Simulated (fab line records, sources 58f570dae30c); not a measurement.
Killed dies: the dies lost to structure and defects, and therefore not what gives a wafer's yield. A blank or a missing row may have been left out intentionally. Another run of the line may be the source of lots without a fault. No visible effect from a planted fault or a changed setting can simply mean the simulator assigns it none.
Check for tools in common ; flow berkeley-cmos170 ; 14 lots, 42 wafers sampled

## WHY IT WAS OPENED
2 of 14 lots carry a flag on the reading PLDD_RS at UCB170_SDANNEAL_RS_MEAS_04. Fault-free wafers read 1032.1 ohm/sq, with a standard deviation of 2.5.
Rule: a lot is flagged when every wafer of it that has a number lies more than 4 standard deviations from that mean, or none has a number. All remaining lots are regarded as sound.

lot;measured;on;PLDD_RS (ohm/sq), wafer by wafer;flag
L456;day 8 02:33;film-metro-03;1030.2 1030.6 1031.3;
L457;day 8 02:46;film-metro-01;1031.5 1032.4 1032.1;
L459;day 8 09:01;film-metro-03;1032.2 1036.0 1035.2;
L460;day 8 09:27;film-metro-01;1037.6 1034.7 1034.6;
L458;day 8 09:31;film-metro-02;1027.8 1025.3 1026.7;
L462;day 9 05:11;film-metro-03;1032.8 1034.0 1033.7;
L464;day 9 14:48;film-metro-02;1069.7 1071.0 1071.3;FLAGGED
L465;day 9 15:22;film-metro-01;1077.1 1074.7 1073.7;FLAGGED
L471;day 11 02:18;film-metro-02;1032.8 1031.7 1032.1;
L472;day 11 02:24;film-metro-03;1028.4 1029.0 1032.0;
L470;day 11 02:43;film-metro-01;1030.1 1030.9 1030.3;
L474;day 11 15:47;film-metro-01;1031.0 1033.9 1032.2;
L479;day 12 08:19;film-metro-03;1033.2 1029.4 1032.4;
L478;day 12 22:32;film-metro-02;1030.0 1029.0 1033.8;
The numbers of the flagged lots are 1072.9 ohm/sq on average: +40.8 ohm/sq against the usual, or +16 standard deviations.

## WHICH TOOL RAN EACH LOT
The record holds 1 process step before the reading, out of a route of 331 steps. Cell contents, in order: the tool; ch with the chambers the sampled wafers went through; the start.
lot;flag;UCB170_PLDD_IMPLANT_08
L456;;implanter-02 ch 0, day 7 14:35
L457;;implanter-01 ch 0, day 7 13:58
L459;;implanter-02 ch 0, day 7 18:56
L460;;implanter-01 ch 0, day 7 19:20
L458;;implanter-04 ch 0, day 7 19:13
L462;;implanter-04 ch 0, day 8 15:07
L464;FLAGGED;implanter-02 ch 0, day 8 22:56
L465;FLAGGED;implanter-02 ch 0, day 8 23:51
L471;;implanter-01 ch 0, day 10 08:49
L472;;implanter-04 ch 0, day 10 08:43
L470;;implanter-04 ch 0, day 10 09:07
L474;;implanter-01 ch 0, day 11 01:23
L479;;implanter-01 ch 0, day 11 18:00
L478;;implanter-04 ch 0, day 12 06:02
What the steps here do:
- UCB170_PLDD_IMPLANT_08
- UCB170_SDANNEAL_RS_MEAS_04: measures by four-point-probe.

## FLAGGED OVER TOTAL, TOOL BY TOOL (the gauges that took the reading come last)
step;tool;lots run;flagged;share of the flagged lots;sound lots run after its first flagged lot
UCB170_PLDD_IMPLANT_08;implanter-01;5;0;none;-
UCB170_PLDD_IMPLANT_08;implanter-02;4;2;all;0
UCB170_PLDD_IMPLANT_08;implanter-04;5;0;none;-
UCB170_SDANNEAL_RS_MEAS_04;film-metro-01;5;1;some;2 (L470,L474)
UCB170_SDANNEAL_RS_MEAS_04;film-metro-02;4;1;some;2 (L471,L478)
UCB170_SDANNEAL_RS_MEAS_04;film-metro-03;5;0;none;-

## WHAT THE TABLE ALLOWS
In the table, 1 row covers all flagged lots: implanter-02 at UCB170_PLDD_IMPLANT_08.
- implanter-02 at UCB170_PLDD_IMPLANT_08 ran 4 lots, 2 of them flagged. Last sound lot L459 at day 7 18:56, first flagged lot L464 at day 8 22:56; a fault beginning in between fits. Its own readings lie more than 4 standard deviations out on every wafer of the flagged lots: dose-ions-cm2, faraday-current-uA.
One tool is left: implanter-02 at UCB170_PLDD_IMPLANT_08.

## WHAT THE SIMULATOR HAD INSERTED
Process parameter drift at UCB170_PLDD_IMPLANT_08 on implanter-02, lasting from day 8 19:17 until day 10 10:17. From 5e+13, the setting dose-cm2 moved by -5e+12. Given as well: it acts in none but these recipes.
Struck lots among those shown: L464, L465. The rule above reached the same finding.
